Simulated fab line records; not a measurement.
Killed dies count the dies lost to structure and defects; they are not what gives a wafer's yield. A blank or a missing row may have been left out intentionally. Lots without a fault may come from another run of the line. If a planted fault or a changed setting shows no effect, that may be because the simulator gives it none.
What tool caused it?    flow rit cmos    14 lots, 42 wafers sampled, at 3 steps of a route of 202

WHAT THE GAUGES SHOWED, per wafer
RIT_NSD_TW_MEAS_10.
lot   measured     on             NSD_TW
L681  day 3 16:10  film metro-04  3130 3146 3130
L682  day 3 16:28  film metro-02  3141 3130 3127
L683  day 4 04:07  film metro-02  3122 3116 3117
L684  day 4 06:41  film metro-02  3119 3122 3142
L685  day 4 11:00  film metro-02  3109 3122 3126
L686  day 4 16:08  film metro-03  3149 3140 3130
L689  day 5 07:27  film metro-02  3140 3149 3161
L690  day 5 13:34  film metro-02  3144 3147 3149
L691  day 5 16:56  film metro-03  3147 3144 3149
L692  day 5 19:46  film metro-04  3113 3117 3117
L695  day 6 13:50  film metro-02  3152 3152 3150
L698  day 7 05:22  film metro-02  3256 3261 3258
L701  day 7 18:39  film metro-03  3130 3122 3122
L702  day 7 23:47  film metro-02  3276 3263 3238

RIT_SDANNEAL_RS_MEAS_05: measures by four-point-probe.
lot   measured     on             NSD_RS (ohm/sq)
L681  day 3 19:01  film metro-02  83.9 84.0 84.1
L682  day 3 19:10  film metro-04  84.5 84.4 84.9
L683  day 4 06:16  film metro-04  84.6 84.3 84.6
L684  day 4 08:44  film metro-03  84.9 84.8 84.6
L685  day 4 13:11  film metro-03  84.6 84.3 84.6
L686  day 4 18:17  film metro-04  84.4 84.5 84.3
L689  day 5 09:41  film metro-03  84.6 84.4 84.4
L690  day 5 15:47  film metro-04  84.2 84.4 84.1
L691  day 5 18:58  film metro-04  84.2 84.3 84.3
L692  day 5 21:59  film metro-03  85.2 85.1 85.3
L695  day 6 15:59  film metro-03  84.5 84.5 84.6
L698  day 7 07:25  film metro-04  82.9 82.9 83.0
L701  day 7 20:48  film metro-02  84.3 84.6 84.2
L702  day 8 01:56  film metro-04  82.5 82.6 82.5

EACH LOT AND THE TOOL THAT RAN IT (in order: tool; ch and the chambers of the sampled wafers; start)
lot   RIT_NSD_IMPLANT_08
L681  implanter-01 ch 0, day 3 15:50
L682  implanter-02 ch 0, day 3 16:10
L683  implanter-02 ch 0, day 4 03:47
L684  implanter-02 ch 0, day 4 06:23
L685  implanter-01 ch 0, day 4 10:41
L686  implanter-04 ch 0, day 4 15:49
L689  implanter-01 ch 0, day 5 07:07
L690  implanter-02 ch 0, day 5 13:06
L691  implanter-02 ch 0, day 5 16:37
L692  implanter-04 ch 0, day 5 19:26
L695  implanter-04 ch 0, day 6 13:30
L698  implanter-02 ch 0, day 7 05:04
L701  implanter-04 ch 0, day 7 18:19
L702  implanter-02 ch 0, day 7 23:27
- RIT_NSD_IMPLANT_08

AS READ BY THE TOOLS THEMSELVES (means over the sampled wafers that have a number; for cases with no such wafer, the mark the record gives instead)
RIT_NSD_IMPLANT_08.
lot   tool          beam energy keV
L681  implanter-01  24.994
L682  implanter-02  24.984
L683  implanter-02  25.000
L684  implanter-02  24.990
L685  implanter-01  24.999
L686  implanter-04  25.005
L689  implanter-01  25.006
L690  implanter-02  25.008
L691  implanter-02  25.004
L692  implanter-04  25.003
L695  implanter-04  24.995
L698  implanter-02  29.170
L701  implanter-04  24.995
L702  implanter-02  29.180

THE ANSWER, worked out from the rows above alone
Rule: the usual values come from the lots themselves. The widest of any qualifying gaps counts: lots, ordered by their means at a reading, are off when they make up no more than a third of the lots, leave a main group of 4 or more, and stand apart from it by 3 or more times the standard deviation of that group's means. A main group whose means are all the same, to the digits that the tables above print for the reading, isn't used. Also off: a lot with no number at a reading for which 4 or more lots have one. Where the step has rows for the other lots, those lots are counted as sound. The gauges are gone through in route order, then the tools' own readings, and for those a lot's mean is taken as printed above. The first step at which some lot is off is used, and at that step the reading that is off furthest; a lot without a number counts as furthest.
Off: L698, L702, seen at RIT_NSD_TW_MEAS_10 (NSD_TW). Main group: mean 3134, sd 12.
If a tool, at a process step before that reading, ran all the lots that are off and no sound lot after the first of them, it fits. Not tried: the gauges at RIT_NSD_TW_MEAS_10; whatever is off there is also off at RIT_SDANNEAL_RS_MEAS_05, on other tools, and gauge error can't account for it. One fits: RIT_NSD_IMPLANT_08 on implanter-02. A fault onset in the window from L691 (day 5 16:37, its last sound lot) to L698 (day 7 05:04, its first lot off) fits.
The tool's own readings at RIT_NSD_IMPLANT_08 bear it out: on the lots that are off they differ by more than 5 times the standard deviation of the sound lots' means. beam energy keV reads 29.175 there against 24.999 on the sound lots.

WHAT WAS PUT IN BY THE SIMULATOR
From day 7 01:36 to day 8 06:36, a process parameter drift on implanter-02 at RIT_NSD_IMPLANT_08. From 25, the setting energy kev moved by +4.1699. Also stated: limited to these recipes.
Shown lots that were struck: L698, L702. The rule above found the same.
